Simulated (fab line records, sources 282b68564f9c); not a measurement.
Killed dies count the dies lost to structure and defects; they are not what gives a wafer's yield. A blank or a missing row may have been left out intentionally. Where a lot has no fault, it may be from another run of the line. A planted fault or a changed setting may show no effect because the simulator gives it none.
fab line records	flow ritCmos
record: lots: 14	wafers: 42	lastDay: 7
route steps=202 shown ACTIVE@8 FOX1@21 FOX2@24 PWELL@52 M1@202
lots that met no fault: taken from a fault-free run of the same line
startH: start of the lot's first displayed wafer, in hours after the record's first day	waitH: time in hours since the lot's previous step	" same as the row above	L1.1+2: one row covering several wafers at once	- no value, or no start given	* or withheld: withheld	< > ~ a bound
route shown NAME@n: a module of which the file shows steps, and the number in the route of the first	usual: the fault-free wafers' mean and standard deviation	same: alike in all rows	chamber/n: place in a boat	sites: each site's reading	_std_site: the standard deviation of these	_edge_site: mean of outer sites minus mean of inner sites	radiusMm: how far each site lies from the wafer's centre	mask NAME#n: copy n	behind: the tool/chamber that last shaped the wafer	hold: what put the lot on hold/how long, in hours/how the hold closed	device: which transistor (n, p or np) failed to switch	end of line: the route-end tests of the same wafers	step lacking rows: just its recipe	killed: not the wafer's yield, but the dies lost to structure and defects at the first sort	map: the dies of a wafer, with x for killed, . for not killed, _ for no die there
set.NAME: the run value of the setting; set.NAME@STEP: its run value at that earlier step	model.NAME: the simulator's own value behind a step, which no gauge read
a sample of lots followed through the steps of the route, with each step as a table and each wafer as a row
== steps ==
step: RIT_ACTIVE_SOFTBAKE_07
recipe: resist: NOVOLAK	tempC: 90	timeS: 60
usual: heaterPowerTotalW: 34.56/0.048	runLengthS: 89.04/0.2
lot.wafer	tool	chamber	startH	waitH	heaterPowerTotalW	runLengthS
L580.2	lithoTrack-04	0	15.20	0.1	34.60	88.88
L580.4	"	0	"	"	34.60	88.79
L580.6	"	0	"	"	34.57	88.73
L582.1	lithoTrack-02	0	24.23	0.1	34.59	88.94
L582.3	"	0	"	"	34.60	88.93
L582.4	"	0	"	"	34.53	89.02
L583.2	lithoTrack-01	0	29.84	0.1	34.60	89.26
L583.4	"	0	"	"	34.57	89.42
L583.5	"	0	"	"	34.62	89.21
L588.1	lithoTrack-01	0	53.89	0.1	37.11	75.41
L588.2	"	0	"	"	37.10	75.51
L588.3	"	0	"	"	37.17	75.42
L590.1	lithoTrack-02	0	66.33	0.1	34.48	89.27
L590.3	"	0	"	"	34.54	88.98
L590.5	"	0	"	"	34.47	89.02
L591.1	lithoTrack-01	0	70.50	0.1	37.11	75.30
L591.2	"	0	"	"	37.26	75.42
L591.5	"	0	"	"	37.25	75.37
L592.4	lithoTrack-04	0	75.35	0.1	34.54	88.95
L592.5	"	0	"	"	34.59	88.75
L592.6	"	0	"	"	34.56	89.15
L595.2	lithoTrack-02	0	90.22	0.1	34.59	88.88
L595.3	"	0	"	"	34.49	88.96
L595.5	"	0	"	"	34.59	89.08
L597.1	lithoTrack-02	0	99.80	0.1	34.56	88.96
L597.3	"	0	"	"	34.56	88.90
L597.4	"	0	"	"	34.51	88.95
L598.1	lithoTrack-04	0	104.22	0.1	34.49	88.71
L598.4	"	0	"	"	34.58	88.81
L598.5	"	0	"	"	34.51	89.01
L599.2	lithoTrack-04	0	109.53	0.1	34.53	89.08
L599.4	"	0	"	"	34.59	89.06
L599.5	"	0	"	"	34.61	88.84
L600.1	lithoTrack-02	0	114.13	0.1	34.54	88.92
L600.5	"	0	"	"	34.63	88.87
L600.6	"	0	"	"	34.57	89.18
L601.1	lithoTrack-04	0	120.38	0.1	34.59	88.88
L601.2	"	0	"	"	34.54	88.83
L601.5	"	0	"	"	34.61	89.01
L602.1	lithoTrack-04	0	125.26	0.1	34.62	88.78
L602.3	"	0	"	"	34.52	88.85
L602.6	"	0	"	"	34.51	88.76
step: RIT_FOX1_THK_MEAS_01
recipe: reads: SiO2_of_FOX1_OXIDATION_00
usual: FOX1_OXIDE_THK: 349/7.3
lot.wafer	tool	chamber	startH	waitH	FOX1_OXIDE_THK[nm]
L580.2	filmMetro-04	-	18.98	0.0	352
L580.4	"	-	"	"	352
L580.6	"	-	"	"	348
L582.1	filmMetro-04	-	28.30	0.0	343
L582.3	"	-	"	"	347
L582.4	"	-	"	"	340
L583.2	filmMetro-04	-	32.93	0.0	352
L583.4	"	-	"	"	355
L583.5	"	-	"	"	354
L588.1	filmMetro-01	-	59.72	0.0	344
L588.2	"	-	"	"	347
L588.3	"	-	"	"	345
L590.1	filmMetro-04	-	69.53	0.0	348
L590.3	"	-	"	"	347
L590.5	"	-	"	"	346
L591.1	filmMetro-01	-	73.46	0.0	347
L591.2	"	-	"	"	349
L591.5	"	-	"	"	345
L592.4	filmMetro-01	-	78.65	0.0	358
L592.5	"	-	"	"	359
L592.6	"	-	"	"	359
L595.2	filmMetro-01	-	94.63	0.0	346
L595.3	"	-	"	"	339
L595.5	"	-	"	"	350
L597.1	filmMetro-04	-	104.60	0.0	350
L597.3	"	-	"	"	352
L597.4	"	-	"	"	346
L598.1	filmMetro-04	-	107.81	0.0	351
L598.4	"	-	"	"	358
L598.5	"	-	"	"	356
L599.2	filmMetro-01	-	112.58	0.0	356
L599.4	"	-	"	"	354
L599.5	"	-	"	"	355
L600.1	filmMetro-04	-	119.86	0.0	345
L600.5	"	-	"	"	339
L600.6	"	-	"	"	339
L601.1	filmMetro-04	-	124.62	0.0	331
L601.2	"	-	"	"	332
L601.5	"	-	"	"	328
L602.1	filmMetro-01	-	128.23	0.0	348
L602.3	"	-	"	"	343
L602.6	"	-	"	"	346
step: RIT_FOX2_THK_MEAS_01
recipe: reads: SiO2_of_FOX2_OXIDATION_00
usual: FOX2_OXIDE_THK: 350/6.7
lot.wafer	tool	chamber	startH	waitH	FOX2_OXIDE_THK[nm]
L580.2	filmMetro-02	-	20.47	0.0	364
L580.4	"	-	"	"	360
L580.6	"	-	"	"	358
L582.1	filmMetro-01	-	29.86	0.0	356
L582.3	"	-	"	"	359
L582.4	"	-	"	"	348
L583.2	filmMetro-01	-	34.54	0.0	364
L583.4	"	-	"	"	364
L583.5	"	-	"	"	354
L588.1	filmMetro-01	-	61.22	0.0	344
L588.2	"	-	"	"	347
L588.3	"	-	"	"	346
L590.1	filmMetro-02	-	71.60	0.0	349
L590.3	"	-	"	"	347
L590.5	"	-	"	"	349
L591.1	filmMetro-03	-	74.95	0.0	354
L591.2	"	-	"	"	349
L591.5	"	-	"	"	347
L592.4	filmMetro-02	-	80.14	0.0	356
L592.5	"	-	"	"	360
L592.6	"	-	"	"	360
L595.2	filmMetro-02	-	96.12	0.0	353
L595.3	"	-	"	"	347
L595.5	"	-	"	"	351
L597.1	filmMetro-02	-	106.50	0.0	351
L597.3	"	-	"	"	351
L597.4	"	-	"	"	351
L598.1	filmMetro-03	-	110.20	0.0	351
L598.4	"	-	"	"	358
L598.5	"	-	"	"	358
L599.2	filmMetro-03	-	114.07	0.0	352
L599.4	"	-	"	"	355
L599.5	"	-	"	"	350
L600.1	filmMetro-02	-	121.37	0.0	346
L600.5	"	-	"	"	343
L600.6	"	-	"	"	347
L601.1	filmMetro-01	-	126.13	0.0	342
L601.2	"	-	"	"	345
L601.5	"	-	"	"	343
L602.1	filmMetro-01	-	130.62	0.0	340
L602.3	"	-	"	"	341
L602.6	"	-	"	"	336
step: RIT_WELLDRIVE_RS_MEAS_02
recipe: thkMeasGauge: four-point-probe
usual: PWELL_RS: 429.1/1.3
lot.wafer	tool	chamber	startH	waitH	PWELL_RS[ohm/sq]
L580.2	filmMetro-01	-	30.67	0.1	427.9
L580.4	"	-	"	"	428.2
L580.6	"	-	"	"	427.2
L582.1	filmMetro-01	-	39.73	0.1	429.6
L582.3	"	-	"	"	431.3
L582.4	"	-	"	"	429.2
L583.2	filmMetro-01	-	44.31	0.1	429.6
L583.4	"	-	"	"	429.5
L583.5	"	-	"	"	429.1
L588.1	filmMetro-03	-	71.62	0.1	427.5
L588.2	"	-	"	"	428.1
L588.3	"	-	"	"	428.0
L590.1	filmMetro-04	-	81.72	0.1	430.6
L590.3	"	-	"	"	430.4
L590.5	"	-	"	"	428.8
L591.1	filmMetro-03	-	85.31	0.1	428.3
L591.2	"	-	"	"	426.8
L591.5	"	-	"	"	426.6
L592.4	filmMetro-03	-	90.45	0.1	429.5
L592.5	"	-	"	"	429.0
L592.6	"	-	"	"	429.7
L595.2	filmMetro-01	-	105.87	0.1	429.3
L595.3	"	-	"	"	431.1
L595.5	"	-	"	"	429.0
L597.1	filmMetro-04	-	116.02	0.1	427.9
L597.3	"	-	"	"	427.9
L597.4	"	-	"	"	427.6
L598.1	filmMetro-01	-	119.98	0.1	429.9
L598.4	"	-	"	"	430.1
L598.5	"	-	"	"	432.6
L599.2	filmMetro-03	-	123.92	0.1	428.6
L599.4	"	-	"	"	428.8
L599.5	"	-	"	"	429.3
L600.1	filmMetro-04	-	130.75	0.1	428.2
L600.5	"	-	"	"	428.0
L600.6	"	-	"	"	427.8
L601.1	filmMetro-01	-	136.07	0.1	428.7
L601.2	"	-	"	"	429.3
L601.5	"	-	"	"	428.1
L602.1	filmMetro-01	-	140.76	0.1	431.1
L602.3	"	-	"	"	431.3
L602.6	"	-	"	"	431.7
step: RIT_M1_PROBE_99
usual: killedAtContacts: 0.1/0.3	killedAtFrontEnd: 6.9/2.9	killedDies: 7.0/2.9	killedOnRim: 1.8/1.4	killedOpen: 3.3/2	killedShort: 3.7/2
same: grossDies: 264	killed_at_M0_to_M3: 0	killed_at_M4_up: 0	killedAtBackSide: 0	killedAtOther: 0
lot.wafer	tool	chamber	startH	waitH	killedAtContacts	killedAtFrontEnd	killedDies	killedOnRim	killedOpen	killedShort
L580.2	prober-01	-	60.95	0.1	1	13	14	4	4	10
L580.4	prober-01	-	61.05	0.2	0	9	9	1	8	1
L580.6	prober-01	-	61.15	0.2	0	2	2	1	1	1
L582.1	prober-01	-	68.29	0.1	0	8	8	2	6	2
L582.3	prober-01	-	68.39	0.2	0	10	10	2	5	5
L582.4	prober-01	-	68.44	0.2	0	5	5	1	0	5
L583.2	prober-02	-	72.69	0.1	0	6	6	1	2	4
L583.4	prober-02	-	72.79	0.2	0	9	9	2	2	7
L583.5	prober-02	-	72.84	0.2	0	5	5	1	2	3
L588.1	prober-01	-	101.68	0.1	0	9	9	3	6	3
L588.2	prober-01	-	101.73	0.1	0	5	5	2	1	4
L588.3	prober-01	-	101.78	0.2	0	4	4	2	2	2
L590.1	prober-02	-	114.52	0.1	1	4	5	1	4	1
L590.3	prober-02	-	114.62	0.2	0	8	8	1	6	2
L590.5	prober-02	-	114.72	0.2	0	10	10	2	5	5
L591.1	prober-01	-	117.23	0.1	0	6	6	2	3	3
L591.2	prober-01	-	117.28	0.1	0	6	6	1	4	2
L591.5	prober-01	-	117.43	0.2	0	11	11	4	5	6
L592.4	prober-02	-	122.19	0.2	0	8	8	3	2	6
L592.5	prober-02	-	122.24	0.2	0	9	9	4	3	6
L592.6	prober-02	-	122.29	0.2	0	10	10	5	3	7
L595.2	prober-01	-	135.46	0.1	0	2	2	1	1	1
L595.3	prober-01	-	135.51	0.2	0	7	7	2	1	6
L595.5	prober-01	-	135.61	0.2	0	6	6	1	3	3
L597.1	prober-01	-	147.83	0.1	0	8	8	3	5	3
L597.3	prober-01	-	147.93	0.2	0	6	6	3	4	2
L597.4	prober-01	-	147.98	0.2	0	8	8	2	5	3
L598.1	prober-02	-	149.33	0.1	0	3	3	0	2	1
L598.4	prober-02	-	149.48	0.2	0	10	10	5	6	4
L598.5	prober-02	-	149.53	0.2	0	9	9	1	5	4
L599.2	prober-01	-	154.59	0.1	0	2	2	1	1	1
L599.4	prober-01	-	154.69	0.2	0	9	9	3	2	7
L599.5	prober-01	-	154.74	0.2	0	7	7	2	4	3
L600.1	prober-01	-	160.93	0.1	0	4	4	2	0	4
L600.5	prober-01	-	161.13	0.2	0	5	5	1	2	3
L600.6	prober-01	-	161.18	0.2	0	9	9	2	5	4
L601.1	prober-02	-	165.94	0.1	0	4	4	2	2	2
L601.2	prober-02	-	165.99	0.1	0	5	5	0	2	3
L601.5	prober-02	-	166.14	0.2	0	8	8	2	1	7
L602.1	prober-01	-	169.06	0.1	0	7	7	1	2	5
L602.3	prober-01	-	169.16	0.2	0	4	4	2	1	3
L602.6	prober-01	-	169.31	0.2	0	5	5	1	3	2
killed by level:class
L580.2 SILICIDE:geometricParticle:short=5 FOX2:geometricParticle:short=2 SPACER:geometricParticle:open=2 FOX2:geometricParticle:open=1 GATE:geometricParticle:short=1 SPACER:geometricParticle:short=1 SILICIDE:geometricParticle:open=1 CONTACT:geometricParticle:short=1
L580.4 SILICIDE:geometricParticle:open=5 GATE:geometricParticle:open=2 FOX2:geometricParticle:open=1 SILICIDE:geometricParticle:short=1
L580.6 FOX1:geometricParticle:open=1 FOX2:geometricParticle:short=1
L582.1 GATE:geometricParticle:open=3 GATE:geometricParticle:short=2 FOX2:geometricParticle:open=1 SPACER:geometricParticle:open=1 SILICIDE:geometricParticle:open=1
L582.3 FOX1:geometricParticle:short=2 FOX1:geometricParticle:open=2 GATE:geometricParticle:open=2 FOX2:geometricParticle:short=1 SPACER:geometricParticle:short=1 SILICIDE:geometricParticle:open=1 SILICIDE:geometricParticle:short=1
L582.4 GATE:geometricParticle:short=3 FOX1:geometricParticle:short=1 FOX2:geometricParticle:short=1
L583.2 FOX2:geometricParticle:short=2 GATE:geometricParticle:short=2 GATE:geometricParticle:open=1 SPACER:geometricParticle:open=1
L583.4 GATE:geometricParticle:short=3 REOX:geometricParticle:open=2 REOX:geometricParticle:short=2 FOX2:geometricParticle:short=1 SPACER:geometricParticle:short=1
L583.5 REOX:geometricParticle:short=2 GATE:geometricParticle:open=1 SPACER:geometricParticle:short=1 SILICIDE:geometricParticle:open=1
L588.1 REOX:geometricParticle:open=4 GATE:geometricParticle:open=1 GATE:geometricParticle:short=1 REOX:geometricParticle:short=1 SPACER:geometricParticle:short=1 SPACER:geometricParticle:open=1
L588.2 GATE:geometricParticle:short=2 FOX1:geometricParticle:short=1 SPACER:geometricParticle:short=1 SILICIDE:geometricParticle:open=1
L588.3 FOX2:geometricParticle:open=1 GATE:geometricParticle:short=1 GATE:geometricParticle:open=1 SPACER:geometricParticle:short=1
L590.1 GATE:geometricParticle:open=2 SILICIDE:geometricParticle:short=1 SILICIDE:geometricParticle:open=1 CONTACT:geometricParticle:open=1
L590.3 SPACER:geometricParticle:open=4 FOX1:geometricParticle:open=1 GATE:geometricParticle:short=1 GATE:geometricParticle:open=1 SPACER:geometricParticle:short=1
L590.5 GATE:geometricParticle:open=3 SPACER:geometricParticle:open=2 SPACER:geometricParticle:short=2 FOX1:geometricParticle:short=1 FOX2:geometricParticle:short=1 GATE:geometricParticle:short=1
L591.1 REOX:geometricParticle:short=2 FOX1:geometricParticle:open=1 FOX2:geometricParticle:short=1 GATE:geometricParticle:open=1 REOX:geometricParticle:open=1
L591.2 GATE:geometricParticle:open=2 REOX:geometricParticle:open=1 REOX:geometricParticle:short=1 SPACER:geometricParticle:short=1 SILICIDE:geometricParticle:open=1
L591.5 FOX1:geometricParticle:short=2 GATE:geometricParticle:open=2 FOX2:geometricParticle:open=1 GATE:geometricParticle:short=1 REOX:geometricParticle:open=1 REOX:geometricParticle:short=1 SPACER:geometricParticle:short=1 SPACER:geometricParticle:open=1
L592.4 FOX1:geometricParticle:short=2 GATE:geometricParticle:short=2 SILICIDE:geometricParticle:short=2 SILICIDE:geometricParticle:open=2
L592.5 FOX1:geometricParticle:short=2 FOX2:geometricParticle:short=2 FOX1:geometricParticle:open=1 GATE:geometricParticle:open=1 GATE:geometricParticle:short=1 REOX:geometricParticle:short=1 SPACER:geometricParticle:open=1
L592.6 REOX:geometricParticle:short=3 FOX1:geometricParticle:short=2 GATE:geometricParticle:short=2 FOX1:geometricParticle:open=1 GATE:geometricParticle:open=1 REOX:geometricParticle:open=1
L595.2 FOX1:geometricParticle:short=1 FOX1:geometricParticle:open=1
L595.3 GATE:geometricParticle:short=3 FOX2:geometricParticle:short=1 GATE:geometricParticle:open=1 REOX:geometricParticle:short=1 SPACER:geometricParticle:short=1
L595.5 SILICIDE:geometricParticle:short=2 GATE:geometricParticle:open=1 REOX:geometricParticle:open=1 REOX:geometricParticle:short=1 SILICIDE:geometricParticle:open=1
L597.1 GATE:geometricParticle:open=2 SPACER:geometricParticle:open=2 FOX2:geometricParticle:short=1 GATE:geometricParticle:short=1 REOX:geometricParticle:open=1 SILICIDE:geometricParticle:short=1
L597.3 FOX1:geometricParticle:open=1 FOX2:geometricParticle:short=1 FOX2:geometricParticle:open=1 GATE:geometricParticle:short=1 REOX:geometricParticle:open=1 SILICIDE:geometricParticle:open=1
L597.4 GATE:geometricParticle:open=2 SPACER:geometricParticle:short=2 FOX2:geometricParticle:open=1 FOX2:geometricParticle:short=1 REOX:geometricParticle:open=1 SILICIDE:geometricParticle:open=1
L598.1 SILICIDE:geometricParticle:open=2 GATE:geometricParticle:short=1
L598.4 FOX1:geometricParticle:short=2 GATE:geometricParticle:open=2 SPACER:geometricParticle:open=2 FOX1:geometricParticle:open=1 REOX:geometricParticle:short=1 SILICIDE:geometricParticle:open=1 SILICIDE:geometricParticle:short=1
L598.5 GATE:geometricParticle:short=3 SILICIDE:geometricParticle:open=3 GATE:geometricParticle:open=2 SILICIDE:geometricParticle:short=1
L599.2 GATE:geometricParticle:open=1 GATE:geometricParticle:short=1
L599.4 SILICIDE:geometricParticle:short=3 FOX2:geometricParticle:short=2 GATE:geometricParticle:short=2 GATE:geometricParticle:open=1 SPACER:geometricParticle:open=1
L599.5 GATE:geometricParticle:short=2 GATE:geometricParticle:open=2 FOX1:geometricParticle:short=1 REOX:geometricParticle:open=1 SILICIDE:geometricParticle:open=1
L600.1 GATE:geometricParticle:short=2 REOX:geometricParticle:short=2
L600.5 ACTIVE:geometricParticle:open=1 FOX1:geometricParticle:short=1 FOX2:geometricParticle:short=1 GATE:geometricParticle:open=1 SILICIDE:geometricParticle:short=1
L600.6 GATE:geometricParticle:open=2 SILICIDE:geometricParticle:short=2 FOX2:geometricParticle:open=1 GATE:geometricParticle:short=1 REOX:geometricParticle:open=1 REOX:geometricParticle:short=1 SPACER:geometricParticle:open=1
L601.1 GATE:geometricParticle:short=2 FOX2:geometricParticle:open=1 GATE:geometricParticle:open=1
L601.2 GATE:geometricParticle:short=2 FOX2:geometricParticle:open=1 SPACER:geometricParticle:open=1 SPACER:geometricParticle:short=1
L601.5 GATE:geometricParticle:short=3 SPACER:geometricParticle:short=3 SPACER:geometricParticle:open=1 SILICIDE:geometricParticle:short=1
L602.1 GATE:geometricParticle:short=3 GATE:geometricParticle:open=2 SILICIDE:geometricParticle:short=2
L602.3 FOX2:geometricParticle:short=1 GATE:geometricParticle:short=1 SPACER:geometricParticle:open=1 SPACER:geometricParticle:short=1
L602.6 FOX2:geometricParticle:short=1 GATE:geometricParticle:open=1 GATE:geometricParticle:short=1 REOX:geometricParticle:open=1 SPACER:geometricParticle:open=1
== key ==
firstSign: step: RIT_ACTIVE_SOFTBAKE_07	reading: runLengthS	direction: down	sigmas: 69	usual: *	struck: *
effect: step: RIT_ACTIVE_SOFTBAKE_07	reading: heaterPowerTotalW	direction: up	sigmas: 54	usual: 34.56	struck: 37.17
metAt RIT_ACTIVE_SOFTBAKE_07
struckLots L588,L591
testerLeftOut L588,L591
notActingAt RIT_FOX1_THK_MEAS_01,RIT_FOX2_THK_MEAS_01,RIT_WELLDRIVE_RS_MEAS_02
onsetBetween 29.84 53.89
fault: kind: processParameterDrift	tool: lithoTrack-01	chamber: -	onsetH: 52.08	steps: RIT_ACTIVE_SOFTBAKE_07	channel: timeS	offset: *	shape: step	endH: 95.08	actsIn: *	stated: *
testerLeftOut: of these lots the tester's yield and bins aren't shown, on N5 and GAA mostly nor the transistor test; their killed dies are dies lost to structure and defects alone, not to doping, threshold or leakage, so they don't give the yield
